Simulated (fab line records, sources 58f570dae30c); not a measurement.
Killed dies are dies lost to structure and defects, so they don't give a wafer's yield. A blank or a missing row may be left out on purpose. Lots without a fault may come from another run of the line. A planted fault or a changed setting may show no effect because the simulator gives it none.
fab line records | flow berkeley_cmos170
record lots=14 wafers=42 last_day=12
route steps=331 shown ACTIVE@69 PFIELD@85 SACOX@99 NVT@111
lots that met no fault: from a run of the same line without faults
start_h: hours from the record's first day to the start of the lot's first wafer shown | wait_h: hours since the lot's step before | " the same as in the row above | L1.1+2: a row that stands for several wafers | - no value, or no start given | * or withheld: withheld | < > ~ a bound
route shown NAME@n: a module of which the file shows steps, and the number in the route of the first | usual: mean/standard deviation of fault-free wafers | same: alike in all rows | chamber/n: place in a boat | sites: the reading at each site | _std_site: their standard deviation | _edge_site: outer sites' mean less inner sites' | radius_mm: how far each site lies from the wafer's centre | mask NAME#n: copy n | behind: the tool/chamber that last shaped the wafer | hold: why the lot was held/for how many hours/how that ended | device: the transistor (n, p or np) that didn't switch | end of line: the same wafers' tests at the end of the route | a step without rows: its recipe alone | killed: dies lost to structure and defects at the first sort, not the wafer's yield | map: a wafer's dies, x killed, . not, _ none there
set.NAME: the setting as run; set.NAME@STEP: as run at that earlier step | model.NAME: the simulator's own value behind a step, which no gauge read
steps of the route over a sample of lots; a table a step, a row a wafer
services: from which hour (start_h, from the record's first day; less than 0 if before it) a tool's chamber was out of use, for how many hours, and why
## steps
# step UCB170_ACTIVE_SOFTBAKE_09
# recipe resist=KrF temp_c=130 time_s=62.57
# usual chill_plate_temp_C=23.02/0.11 plate_sensor_t_centre_C=131.41/0.011 plate_sensor_t_edge_C=131.53/0.0097
# columns lot.wafer tool chamber start_h wait_h chill_plate_temp_C plate_sensor_t_centre_C plate_sensor_t_edge_C
L301.4 litho_track-04 0 103.50 0.1 23.13 131.4 131.53
L301.5 " 0 " " 22.96 131.39 131.54
L301.6 " 0 " " 23.16 131.4 131.53
L302.2 litho_track-02 0 103.99 0.1 22.84 131.41 131.53
L302.3 " 0 " " 22.87 131.4 131.55
L302.6 " 0 " " 22.83 131.43 131.54
L303.2 litho_track-03 0 104.23 0.1 23.09 131.41 131.54
L303.3 " 0 " " 23.00 131.4 131.52
L303.6 " 0 " " 23.05 131.41 131.53
L305.2 litho_track-04 0 114.60 0.1 22.97 131.42 131.53
L305.3 " 0 " " 23.09 131.39 131.55
L305.5 " 0 " " 23.02 131.42 131.52
L309.1 litho_track-02 0 128.43 0.1 23.11 131.41 131.52
L309.2 " 0 " " 23.31 131.41 131.52
L309.3 " 0 " " 23.13 131.42 131.52
L308.3 litho_track-03 0 128.50 0.1 23.02 131.42 131.53
L308.4 " 0 " " 23.07 131.39 131.52
L308.5 " 0 " " 23.12 131.4 131.53
L311.4 litho_track-04 0 139.66 0.1 23.16 131.42 131.53
L311.5 " 0 " " 23.05 131.4 131.54
L311.6 " 0 " " 23.07 131.43 131.54
L312.4 litho_track-03 0 139.66 0.1 23.18 131.41 131.53
L312.5 " 0 " " 23.07 131.42 131.53
L312.6 " 0 " " 22.97 131.4 131.55
L315.2 litho_track-04 0 155.26 0.1 22.76 131.4 131.51
L315.4 " 0 " " 22.87 131.41 131.54
L315.6 " 0 " " 22.69 131.43 131.53
L317.2 litho_track-04 0 175.59 0.1 23.01 131.41 131.55
L317.4 " 0 " " 22.94 131.4 131.53
L317.5 " 0 " " 23.10 131.4 131.52
L321.1 litho_track-03 0 182.06 0.1 22.74 131.4 131.53
L321.3 " 0 " " 22.75 131.42 131.55
L321.5 " 0 " " 22.95 131.4 131.52
L320.3 litho_track-02 0 182.47 0.1 23.04 131.41 131.54
L320.5 " 0 " " 22.99 131.4 131.53
L320.6 " 0 " " 23.05 131.38 131.53
L324.2 litho_track-02 0 197.89 0.1 22.89 131.39 131.54
L324.3 " 0 " " 22.92 131.4 131.52
L324.5 " 0 " " 22.99 131.43 131.53
L323.3 litho_track-04 0 198.18 0.1 22.92 131.41 131.55
L323.5 " 0 " " 23.13 131.41 131.55
L323.6 " 0 " " 23.01 131.42 131.53
# step UCB170_PFIELD_OVL_MEAS_06
# usual PFIELD_OVL=2/5.3
# columns lot.wafer tool chamber start_h wait_h PFIELD_OVL[nm]
L301.4 overlay-01 - 109.96 - 5
L301.5 " - " " 5
L301.6 " - " " 8
L302.2 overlay-01 - 110.28 - 9
L302.3 " - " " -3
L302.6 " - " " 2
L303.2 overlay-01 - 110.50 - -3
L303.3 " - " " -8
L303.6 " - " " -2
L305.2 overlay-02 - 122.33 - 3
L305.3 " - " " 4
L305.5 " - " " 6
L309.1 overlay-01 - 131.22 - 2
L309.2 " - " " 1
L309.3 " - " " 5
L308.3 overlay-02 - 131.79 - 4
L308.4 " - " " 0
L308.5 " - " " 1
L311.4 overlay-01 - 141.97 - 9
L311.5 " - " " 4
L311.6 " - " " 7
L312.4 overlay-01 - 142.69 - 11
L312.5 " - " " 9
L312.6 " - " " 12
L315.2 overlay-02 - 159.20 - -3
L315.4 " - " " -3
L315.6 " - " " 2
L317.2 overlay-02 - 181.01 - -1
L317.4 " - " " 0
L317.5 " - " " 2
L321.1 overlay-01 - 186.16 - 6
L321.3 " - " " 4
L321.5 " - " " 6
L320.3 overlay-02 - 186.27 - -5
L320.5 " - " " -5
L320.6 " - " " 2
L324.2 overlay-02 - 200.33 - 10
L324.3 " - " " 10
L324.5 " - " " 9
L323.3 overlay-02 - 200.92 - 1
L323.5 " - " " 3
L323.6 " - " " -2
# step UCB170_SACOX_THK_MEAS_02
# recipe reads=SiO2_of_SACOX_OXIDATION_01
# usual SACOX_OXIDE_THK=14.15/0.29
# columns lot.wafer tool chamber start_h wait_h SACOX_OXIDE_THK[nm]
L301.4 film_metro-01 - 133.46 0.0 14.10
L301.5 " - " " 14.17
L301.6 " - " " 14.12
L303.2 film_metro-02 - 133.49 0.1 14.17
L303.3 " - " " 13.92
L303.6 " - " " 14.26
L302.2 film_metro-01 - 133.50 0.1 14.18
L302.3 " - " " 14.24
L302.6 " - " " 14.50
L305.2 film_metro-01 - 144.56 0.0 13.99
L305.3 " - " " 13.63
L305.5 " - " " 13.90
L309.1 film_metro-01 - 154.55 0.0 14.24
L309.2 " - " " 14.23
L309.3 " - " " 14.28
L308.3 film_metro-02 - 154.57 0.0 14.15
L308.4 " - " " 14.32
L308.5 " - " " 14.42
L311.4 film_metro-01 - 161.69 0.0 13.66
L311.5 " - " " 13.64
L311.6 " - " " 13.36
L312.4 film_metro-02 - 161.69 0.0 13.62
L312.5 " - " " 13.29
L312.6 " - " " 13.85
L315.2 film_metro-04 - 178.54 0.0 14.40
L315.4 " - " " 14.10
L315.6 " - " " 14.26
L317.2 film_metro-02 - 203.82 0.0 13.91
L317.4 " - " " 14.13
L317.5 " - " " 13.93
L321.1 film_metro-02 - 210.98 0.1 14.70
L321.3 " - " " 14.65
L321.5 " - " " 14.32
L320.3 film_metro-02 - 211.06 0.2 14.17
L320.5 " - " " 14.13
L320.6 " - " " 14.22
L324.2 film_metro-04 - 220.49 0.0 14.52
L324.3 " - " " 14.27
L324.5 " - " " 13.99
L323.3 film_metro-04 - 220.56 0.1 14.26
L323.5 " - " " 14.55
L323.6 " - " " 14.51
# step UCB170_NVT_IMPLANT_07
# recipe species=BF2 dose_cm2=3.039e+12 energy_kev=50 tilt_deg=7
# usual beam_energy_keV=49.999/0.015 beam_on_s=10.02/0.2 dose_ions_cm2=3.039e+12/3.1e+09
# columns lot.wafer tool chamber start_h wait_h beam_energy_keV beam_on_s dose_ions_cm2
L301.4 implanter-01 0 143.51 0.1 49.968 10.20 3.035e+12
L301.5 " 0 " " 49.996 10.09 3.035e+12
L301.6 " 0 " " 49.968 10.27 3.041e+12
L303.2 implanter-03 0 144.55 0.0 49.981 10.15 3.035e+12
L303.3 " 0 " " 49.991 9.78 3.041e+12
L303.6 " 0 " " 49.989 9.63 3.036e+12
L302.2 implanter-01 0 145.10 0.0 49.988 9.87 3.041e+12
L302.3 " 0 " " 49.995 10.27 3.038e+12
L302.6 " 0 " " 50.008 10.04 3.04e+12
L305.2 implanter-03 0 157.12 0.0 50.021 9.97 3.042e+12
L305.3 " 0 " " 50.011 9.91 3.042e+12
L305.5 " 0 " " 50.000 10.09 3.042e+12
L309.1 implanter-01 0 166.13 0.0 32.479 9.80 3.038e+12
L309.2 " 0 " " 32.511 10.55 3.034e+12
L309.3 " 0 " " 32.512 10.14 3.038e+12
L308.3 implanter-04 0 166.41 0.1 50.015 10.07 3.04e+12
L308.4 " 0 " " 49.981 9.93 3.04e+12
L308.5 " 0 " " 50.007 9.67 3.045e+12
L312.4 implanter-01 0 174.68 0.1 32.522 9.95 3.042e+12
L312.5 " 0 " " 32.526 10.11 3.043e+12
L312.6 " 0 " " 32.498 9.90 3.042e+12
L311.4 implanter-04 0 175.68 0.1 49.982 9.91 3.041e+12
L311.5 " 0 " " 50.011 10.17 3.043e+12
L311.6 " 0 " " 50.002 10.04 3.041e+12
L315.2 implanter-04 0 190.54 0.0 49.985 9.88 3.042e+12
L315.4 " 0 " " 49.967 9.61 3.042e+12
L315.6 " 0 " " 49.997 9.94 3.039e+12
L317.2 implanter-03 0 217.35 0.0 50.001 10.22 3.04e+12
L317.4 " 0 " " 50.004 10.22 3.036e+12
L317.5 " 0 " " 50.005 10.27 3.039e+12
L321.1 implanter-03 0 222.64 0.0 50.022 9.76 3.043e+12
L321.3 " 0 " " 50.027 9.78 3.046e+12
L321.5 " 0 " " 49.985 10.14 3.038e+12
L320.3 implanter-04 0 222.99 0.1 49.979 9.92 3.038e+12
L320.5 " 0 " " 49.983 10.16 3.039e+12
L320.6 " 0 " " 50.003 9.79 3.04e+12
L323.3 implanter-03 0 234.97 0.1 50.007 9.93 3.038e+12
L323.5 " 0 " " 49.993 9.65 3.034e+12
L323.6 " 0 " " 50.014 10.01 3.034e+12
L324.2 implanter-03 0 235.16 0.0 50.000 10.35 3.038e+12
L324.3 " 0 " " 49.986 9.73 3.042e+12
L324.5 " 0 " " 49.987 9.57 3.044e+12
# step UCB170_NVT_TW_MEAS_09
# usual NVT_TW=524/5.3
# columns lot.wafer tool chamber start_h wait_h hold NVT_TW
L301.4 film_metro-03 - 143.72 0.1 - 532
L301.5 " - " " - 532
L301.6 " - " " - 530
L303.2 film_metro-03 - 144.78 0.1 - 530
L303.3 " - " " - 531
L303.6 " - " " - 532
L302.2 film_metro-03 - 145.33 0.1 - 530
L302.3 " - " " - 526
L302.6 " - " " - 527
L305.2 film_metro-03 - 157.36 0.1 - 529
L305.3 " - " " - 532
L305.5 " - " " - 528
L309.1 film_metro-03 - 166.38 0.1 await_dispo/0.2h/release 473
L309.2 " - " " await_dispo/0.2h/release 475
L309.3 " - " " await_dispo/0.2h/release 474
L309.1 film_metro-03 - 166.60 0.2 - 473
L309.2 " - " " - 473
L309.3 " - " " - 474
L308.3 film_metro-03 - 166.63 0.1 - 531
L308.4 " - " " - 529
L308.5 " - " " - 531
L312.4 film_metro-02 - 174.89 0.1 await_dispo/0.2h/release 465
L312.5 " - " " await_dispo/0.2h/release 465
L312.6 " - " " await_dispo/0.2h/release 466
L312.4 film_metro-02 - 175.11 0.2 - 466
L312.5 " - " " - 465
L312.6 " - " " - 467
L311.4 film_metro-02 - 175.89 0.1 - 525
L311.5 " - " " - 522
L311.6 " - " " - 520
L315.2 film_metro-02 - 190.81 0.1 - 524
L315.4 " - " " - 522
L315.6 " - " " - 522
L317.2 film_metro-01 - 217.58 0.1 - 521
L317.4 " - " " - 519
L317.5 " - " " - 518
L321.1 film_metro-02 - 222.89 0.1 - 520
L321.3 " - " " - 521
L321.5 " - " " - 521
L320.3 film_metro-03 - 223.21 0.1 - 530
L320.5 " - " " - 527
L320.6 " - " " - 528
L323.3 film_metro-03 - 235.19 0.1 - 531
L323.5 " - " " - 527
L323.6 " - " " - 527
L324.2 film_metro-02 - 235.40 0.1 - 520
L324.3 " - " " - 518
L324.5 " - " " - 522
## services
# columns tool chamber start_h hours kind
implanter-03 - 90.59 3.2 repair
implanter-04 - 116.16 17.5 repair
implanter-03 - 127.54 3.8 repair
implanter-04 - 159.64 4.0 repair
implanter-04 - 171.48 3.4 repair
implanter-01 - 220.64 3.0 repair
implanter-04 - 233.08 3.2 repair
## key
first_sign step=UCB170_NVT_IMPLANT_07 reading=beam_energy_keV direction=down sigmas=99+ usual=49.999 struck=32.508
effect step=UCB170_NVT_TW_MEAS_09 reading=visit direction=added
effect step=UCB170_NVT_TW_MEAS_09 reading=NVT_TW direction=down sigmas=10 usual=524 struck=470
met_at UCB170_NVT_IMPLANT_07
struck_lots L309,L312
tester_left_out L309,L312
not_acting_at UCB170_ACTIVE_SOFTBAKE_09,UCB170_PFIELD_OVL_MEAS_06,UCB170_SACOX_THK_MEAS_02
onset_between 145.10 166.13
fault kind=process_parameter_drift tool=implanter-01 chamber=- onset_h=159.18 steps=UCB170_NVT_IMPLANT_07 channel=energy_kev offset=-17.5 shape=step end_h=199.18 acts_in=these_recipes_only stated=50
# tester_left_out: of these lots the tester's yield and bins aren't shown, on N5 and GAA mostly nor the transistor test; their killed dies are dies lost to structure and defects alone, not to doping, threshold or leakage, so they don't give the yield
